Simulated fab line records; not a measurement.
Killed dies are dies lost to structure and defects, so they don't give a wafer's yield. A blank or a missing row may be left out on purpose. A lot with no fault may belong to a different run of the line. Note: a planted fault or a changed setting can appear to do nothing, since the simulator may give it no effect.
Comparing a struck lot with a sound one | flow rit_cmos | 18 steps out of a route of 202
Sound: the wafers L415.1, L415.4, L415.5. Struck: wafer L427.6. (L427.1, L427.4 of the same lot were not struck and are left out.) The cause comes at the end.
Order at every step that has rows: each side's tool, ch and its chambers, its first start. Under that, the readings that differ: sound wafers | struck wafers | difference of the means | sigmas: that difference in standard deviations of wafers without a fault.
alike: same words and numbers on both sides, and readings whose means sit less than 2 such deviations apart. not compared: any withheld reading, any reading some wafer has no value for, any bound like >300 that may hide the same value, and any number with overlapping values for which the record gives no deviation.
Wherever a step has rows on one side only, a row that says differs or no value, or a row with sigmas, the two part there. When numbers do not overlap yet have no deviation, they are printed without sigmas and do not part them. Lack of a reading on every wafer of one side parts them only where that side has two or more wafers.

RIT_M1_SPUTTER_00: material Al, target thk 400 nm, time 500 s.
  sound on pvd_sputter-04, day 3 13:51; struck on pvd_sputter-02, day 6 08:55
  alike: throttle_valve_pct
RIT_M1_RS_MEAS_01: uses a four-point probe to measure.
  sound on film_metro-01, day 3 14:09; struck on film_metro-04, day 6 09:12
  alike: M1_AL_RS
RIT_M1_THK_MEAS_02: measures by xrf.
  sound on film_metro-01, day 3 14:16; struck on film_metro-04, day 6 09:19
  alike: M1_AL_THK
then, 6 steps without rows for these wafers: RIT_M1_HMDS_03 (prime time 60 s); RIT_M1_COAT_04 (resist thk 1300 nm); RIT_M1_SOFTBAKE_05 (time 60 s); RIT_M1_EXPOSE_06 (exposes mask M12, target cd 2600 nm); RIT_M1_PEB_07; RIT_M1_DEVELOP_08 (develop time 68 s).
RIT_M1_CD_MEAS_09 targets a cd of 2600 nm.
  sound on cd_sem-01, day 3 15:13; struck on cd_sem-02, day 6 10:16
  alike: cd_nm
RIT_M1_OVL_MEAS_10:
  sound on overlay-02, day 3 15:20; struck on overlay-02, day 6 10:23
  reading     | sound          | struck | difference | sigmas
  M1_OVL (nm) | -3.3 -3.8 -2.8 | 0.3    | +3.6       | +2
then, 1 step without rows for these wafers: RIT_M1_HARDBAKE_11 (time 120 s).
RIT_M1_METAL_ETCH_12: etches Al in Cl2/BCl3, stops on SiO2, time 168.9 s, target depth 600 nm.
  sound on rie_metal-02 ch 0,1, day 3 15:37; struck on rie_metal-02 ch 1, day 6 10:40
  reading                                  | sound             | struck | difference | sigmas
  model.NOVOLAK_of_M1_COAT_04.thk_nm (nm)  | 796.1 798.1 791.3 | 598.9  | -196.3     |
  model.M1.feature_depth_nm (nm)           | 427.4 426.6 424   | 450    | +24        |
  model.SiO2_of_CONTACT_CVD_00.thk_nm (nm) | 364.8 371.2 368.1 | 349    | -19        |
  alike: drypump_motor_current_A, oes_product_au, throttle_valve_pct
  not compared: rf_hours_counter_h
then, 1 step without rows for these wafers: RIT_M1_STRIP_13 (strips in nmp, time 600 s).
RIT_M1_STRIP_14: strips in O2, time 180 s.
  sound on plasma_asher-03 ch 0,1, day 3 15:57; struck on plasma_asher-02 ch 0, day 6 11:13
  reading             | sound       | struck | difference | sigmas
  rf_refl_power_W (W) | 6.6 7.1 6.6 | 4.2    | -2.6       | -2
  alike: drypump_motor_current_A
  not compared: rf_hours_counter_h
RIT_M1_CD_MEAS_90 targets a cd of 2600 nm.
  sound on cd_sem-02, day 3 16:07; struck on cd_sem-02, day 6 11:23
  reading    | sound                | struck | difference | sigmas
  cd_nm (nm) | 2604.0 2599.1 2599.5 | 2587.1 | -13.8      | -5
then, 1 step without rows for these wafers: RIT_M1_ANNEAL_15 (time 1842 s).
RIT_M1_PROBE_99:
  sound on prober-01, day 3 17:52; struck on prober-01, day 6 13:28
  reading                                 | sound                       | struck   | difference | sigmas
  model.etest.m1.width_nm (nm)            | 2602 2595 2598              | 2588     | -10        |
  model.etest.antenna_m1.gate_log10_a_cm2 | -6.196 -6.079 -5.969        | -5.798   | +0.283     |
  model.etest.antenna_m1.vt_shift_v (V)   | -0.01128 -0.01564 -0.009684 | -0.02907 | -0.01687   |
  alike: defect_limited_yield, killed_at_M0_to_M3, killed_at_contacts, killed_at_front_end, killed_dies, killed_open, killed_short, sort_bin_3_pad_short, sort_bin_5_function, sort_bin_6_memory, sort_n_pass, sort_yield_pct

== WHERE THEY PART ==
At RIT_M1_OVL_MEAS_10 first; at RIT_M1_CD_MEAS_90 last (within this record only). Later steps at which nothing parts them and some readings are alike: RIT_M1_PROBE_99.

WHY: what the simulator had put in
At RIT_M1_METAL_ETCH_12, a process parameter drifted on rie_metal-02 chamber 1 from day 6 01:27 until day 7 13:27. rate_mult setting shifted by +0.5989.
